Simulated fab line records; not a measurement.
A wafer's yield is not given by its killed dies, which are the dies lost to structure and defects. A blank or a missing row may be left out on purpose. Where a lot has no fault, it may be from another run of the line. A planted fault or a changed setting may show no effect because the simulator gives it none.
Comparing a struck lot with a sound one | flow berkeley-cmos170 | 14 out of 331 route steps
Sound: these wafers, L938.3, L938.4, L938.5. Wafers struck: L943.1, L943.2, L943.6. The cause is named last.
Each step with rows lists, per side, the tool, then ch with its chambers, then its first start. Under that, the readings that differ: sound wafers | struck wafers | difference of the means | sigmas: that difference in standard deviations of wafers without a fault.
alike: same words and numbers on both sides, and readings whose means sit less than 2 such deviations apart. not compared: any withheld reading, any reading some wafer has no value for, any bound like >300 that may hide the same value, and any number with overlapping values for which the record gives no deviation.
A row with sigmas, a row that says differs or no value, or rows on one side alone: a step with any of these is where the two part. Non-overlapping numbers with no deviation appear without sigmas and do not part them. A reading that every wafer of one side lacks parts them only if that side has two wafers or more.

first, 2 steps without rows for these wafers: UCB170_NVT_PEB_04; UCB170_NVT_DEVELOP_05 (develop time 45 s).
UCB170_NVT_OVL_MEAS_06:
  struck on overlay-01, day 7 13:01; sound on overlay-02, day 6 16:15
  alike: NVT_OVL
after that, 1 step had no rows for these wafers: UCB170_NVT_IMPLANT_07.
UCB170_NVT_STRIP_08: strips in O2.
  sound on plasma-asher-03 ch 0,1, day 6 16:28; struck on plasma-asher-01 ch 0,1, day 7 13:12
  reading                      | sound             | struck            | difference | sigmas
  strip-time-to-endpoint-s (s) | 21.63 21.69 21.72 | 21.52 21.54 21.56 | -0.14      | -2
  alike: drypump-motor-current-A, oes-product-au
  not compared: rf-hours-counter-h
UCB170_NVT_TW_MEAS_09:
  struck on film-metro-03, day 7 13:18; sound on film-metro-02, day 6 16:33
  alike: NVT_TW
then, 6 steps without rows for these wafers: UCB170_NVT_CLEAN_10 (cleans in SPM, time 600 s); UCB170_PVT_HMDS_00 (prime time 60 s); UCB170_PVT_COAT_01 (resist thk 900 nm); UCB170_PVT_SOFTBAKE_02 (time 60 s); UCB170_PVT_EXPOSE_03 (exposes mask NWELL, target cd 3000 nm); UCB170_PVT_PEB_04.
UCB170_PVT_DEVELOP_05: develop time 43.98 s.
  struck on litho-track-04, day 7 14:00; sound on litho-track-01 ch 0, day 6 17:00
  no value came back on the struck wafers for chill-plate-temp-C (C), develop-time-s (s); on the sound wafers chill-plate-temp-C (C) reads 22.78 22.94 23.12
  reading                              | sound             | struck            | difference | sigmas
  model.KrF_of_PVT_COAT_01.thk-nm (nm) | 890.2 889.1 887.3 | 896.9 895.8 898.3 | +8.1       |
UCB170_PVT_OVL_MEAS_06:
  struck on overlay-02, day 7 15:05; sound on overlay-02, day 6 18:02
  reading      | sound | struck | difference                    | sigmas
  PVT_OVL (nm) | 2 2 3 | - - -  | no value on the struck wafers |

## WHERE THEY PART
First at UCB170_NVT_STRIP_08; last, within this record, at UCB170_PVT_OVL_MEAS_06.

WHY: what the simulator had put in
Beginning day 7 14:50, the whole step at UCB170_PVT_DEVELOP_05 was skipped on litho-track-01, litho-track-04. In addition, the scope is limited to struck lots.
